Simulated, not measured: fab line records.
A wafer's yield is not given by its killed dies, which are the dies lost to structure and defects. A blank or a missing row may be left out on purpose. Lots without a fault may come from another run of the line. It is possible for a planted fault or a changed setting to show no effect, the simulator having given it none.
Comparing a struck lot with a sound one    flow ritCmos    27 steps out of a route of 202
Sound: these wafers, L512.3, L512.4, L512.5. Struck: wafers L530.2, L530.4, L530.5. The cause is given at the end.
Per side, at each step with rows, come the tool, then ch with its chambers, and then its first start. Under that, the readings that differ: sound wafers    struck wafers    difference of the means    sigmas: that difference in standard deviations of wafers without a fault.
alike: words and numbers the same on both sides, and readings whose means are apart by under 2 such deviations; not compared: readings that were withheld, readings missing a value for some wafer, numbers with overlapping values and no deviation given by the record, and bounds like >300 which may hide the same value.
The two part at a step that has a row with sigmas, a row that says differs or no value, or rows on one side only. Numbers that don't overlap but have no deviation are shown without sigmas and don't part them. A reading missing from all wafers of one side parts the sides only when that side holds two or more wafers.

first, 4 steps without rows for these wafers: RIT_CONTACT_SOFTBAKE_04 (time 60 s); RIT_CONTACT_EXPOSE_05 (exposes mask M11, target cd 1000 nm); RIT_CONTACT_PEB_06; RIT_CONTACT_DEVELOP_07 (develop time 120 s).
RIT_CONTACT_CD_MEAS_08 targets a cd of 1000 nm.
  sound: cdSem-01 at day 4 06:59; struck: cdSem-02 at day 8 04:56
  alike: cdNm
RIT_CONTACT_OVL_MEAS_09:
  sound: overlay-01 at day 4 07:05; struck: overlay-01 at day 8 05:02
  alike: CONTACT_OVL
then, 1 step without rows for these wafers: RIT_CONTACT_HARDBAKE_10 (time 60 s).
RIT_CONTACT_ETCH_11: etches SiO2 in CHF3/CF4/Ar, stops on TiSi2, target depth 480 nm, time 320 s.
  sound on rieDiel-02 ch 2,3, day 4 07:21; struck on rieDiel-02 ch 0,1, day 8 05:13
reading              sound              struck             difference  sigmas
oesProductAu (a.u.)  1.006 1.022 1.026  0.996 0.964 0.963  -0.044      -2
  alike: CHF3_flow_sccm, cf4FlowSccm, drypumpMotorCurrentA, throttleValvePct
  not compared: rfHoursCounterH
RIT_CONTACT_STRIP_12: strips in O2, time 180 s.
  sound on plasmaAsher-04 ch 0,1, day 4 07:36; struck on plasmaAsher-04 ch 0,1, day 8 05:25
  alike: drypumpMotorCurrentA, rfReflPowerW
  not compared: rfHoursCounterH
RIT_CONTACT_CD_MEAS_90 targets a cd of 1000 nm.
  sound: cdSem-01 at day 4 07:46; struck: cdSem-01 at day 8 05:36
  alike: cdNm
then, 2 steps without rows for these wafers: RIT_CONTACT_CLEAN_13 (cleans in SC1, time 600 s); RIT_CONTACT_CLEAN_14 (cleans in SC2, time 600 s).
RIT_M1_SPUTTER_00: material Al, target thk 400 nm, time 500 s.
  sound: pvdSputter-04 at day 4 08:12; struck: pvdSputter-04 at day 8 06:03
reading                               sound                 struck                difference  sigmas
chamberPressurePa (Pa)                0.3992 0.4001 0.4009  0.4657 0.4676 0.4675  +0.0669     +85
throttleValvePct (%)                  29.1 29.2 30.4        26.8 27.9 27.3        -2.2        -4
model.Al_of_M1_SPUTTER_00.thkNm (nm)  399.1 397.5 395.5     384.4 379.2 378       -16.8       
  alike: substrateTempC
RIT_M1_RS_MEAS_01: uses a four-point probe to measure.
  sound: filmMetro-02 at day 4 08:32; struck: filmMetro-01 at day 8 06:22
reading            sound                 struck                difference  sigmas
M1_AL_RS (ohm/sq)  0.0736 0.0740 0.0744  0.0770 0.0782 0.0785  +0.0039     +5
RIT_M1_THK_MEAS_02: measures by xrf.
  sound: filmMetro-02 at day 4 08:38; struck: filmMetro-01 at day 8 06:29
reading         sound        struck       difference  sigmas
M1_AL_THK (nm)  397 394 394  387 383 380  -12         -3
then, 6 steps without rows for these wafers: RIT_M1_HMDS_03 (prime time 60 s); RIT_M1_COAT_04 (resist thk 1300 nm); RIT_M1_SOFTBAKE_05 (time 60 s); RIT_M1_EXPOSE_06 (exposes mask M12, target cd 2600 nm); RIT_M1_PEB_07; RIT_M1_DEVELOP_08 (develop time 68 s).
RIT_M1_CD_MEAS_09 targets a cd of 2600 nm.
  sound: cdSem-02 at day 4 09:47; struck: cdSem-01 at day 8 07:45
  alike: cdNm
RIT_M1_OVL_MEAS_10:
  sound: overlay-02 at day 4 09:52; struck: overlay-02 at day 8 07:52
  alike: M1_OVL
then, 1 step without rows for these wafers: RIT_M1_HARDBAKE_11 (time 120 s).
RIT_M1_METAL_ETCH_12: etches Al in Cl2/BCl3, stops on SiO2, time 165 s, target depth 600 nm.
  sound on rieMetal-04 ch 0,1, day 4 10:12; struck on rieMetal-01 ch 0,1, day 8 08:25
reading                       sound              struck           difference  sigmas
model.etch.depthNm (nm)       399.1 397.5 395.5  384.4 379.2 378  -16.8       
model.M1.featureDepthNm (nm)  433.2 429.9 428.1  417.7 412.6 411  -16.6       
  alike: drypumpMotorCurrentA, oesProductAu, throttleValvePct
  not compared: rfHoursCounterH
then, 1 step without rows for these wafers: RIT_M1_STRIP_13 (strips in nmp, time 600 s).
RIT_M1_PROBE_99:
  sound: prober-02 at day 4 12:37; struck: prober-01 at day 8 10:43
reading                 sound                    struck                  difference  sigmas
model.etest.m1.rsOhmSq  0.07224 0.07315 0.07331  0.07509 0.0762 0.07639  +0.00299    
  alike: defectLimitedYield, killedAtContacts, killedAtFrontEnd, killedDies, killedOpen, killedShort, sort_bin_3_pad_short, sort_bin_5_function, sort_bin_6_memory, sortNPass, sortYieldPct

## WHERE THEY PART
Last at RIT_M1_THK_MEAS_02 as far as this record goes, first at RIT_CONTACT_ETCH_11. Later steps at which nothing parts them and some readings are alike: RIT_M1_CD_MEAS_09, RIT_M1_OVL_MEAS_10, RIT_M1_METAL_ETCH_12, RIT_M1_PROBE_99.

WHY: whatever the simulator had introduced
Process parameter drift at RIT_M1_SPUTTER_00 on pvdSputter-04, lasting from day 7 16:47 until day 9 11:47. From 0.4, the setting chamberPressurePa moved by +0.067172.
